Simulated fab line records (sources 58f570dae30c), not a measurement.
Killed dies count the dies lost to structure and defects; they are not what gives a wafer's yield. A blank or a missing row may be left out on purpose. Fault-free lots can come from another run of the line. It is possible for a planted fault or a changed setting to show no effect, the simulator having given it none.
Matching of chambers -- flow berkeleyCmos170 -- UCB170_SPACER_CVD_00 on pecvd-01: 3 sister chambers
The step deposits SiO2 from TEOS/O2, target thk 376 nm, time 47 s. 6 wafers are shown with their chamber, then 7 later ones without.

== WAFERS, EACH WITH ITS CHAMBER ==
wafer,chamber,heaterPowerW (W),rfFwdPowerW (W)
L353.4,0,223,543.7
L354.1,0,260,544.1
L360.4,2,185,545.5
L360.5,1,245,546.6
L363.2,2,229,544.0
L363.4,1,251,541.4

== WAFERS WITH NO CHAMBER GIVEN ==
wafer,heaterPowerW (W),rfFwdPowerW (W)
L363.6,204,546.6
L367.1,264,544.2
L367.3,273,545.5
L367.4,282,545.8
L369.1,289,547.1
L369.4,202,546.3
L369.6,223,542.2

== EACH ONE'S CHAMBER ==
wafer,from the rows above,in truth
L363.6,can't be placed: 2 or 0 or 1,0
L367.1,can't be placed: 1 or 0 or 2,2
L367.3,can't be placed: 1 or 0 or 2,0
L367.4,can't be placed: 1 or 0 or 2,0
L369.1,can't be placed: 1 or 0 or 2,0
L369.4,can't be placed: 2 or 0 or 1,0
L369.6,can't be placed: 0 or 1 or 2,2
Correct placement for 0 of the 7. From these rows, 7 cannot be placed; in 7 the true chamber is one of the candidates. Placed wrongly: 0.
How it was worked out, from the rows above alone: a wafer's distance from a chamber is the root of the sum, over the readings, of the square of ((its reading less the chamber's mean) divided by the reading's scatter). If the next closest chamber is less than 2 further off than the closest, the wafer can't be placed; otherwise it belongs to the closest. For every chamber, the mean is computed from those of its wafers that are shown. The scatter is the square root of a quotient: the sum, over the shown wafers, of each reading's squared deviation from its chamber's mean, divided by wafers minus chambers.
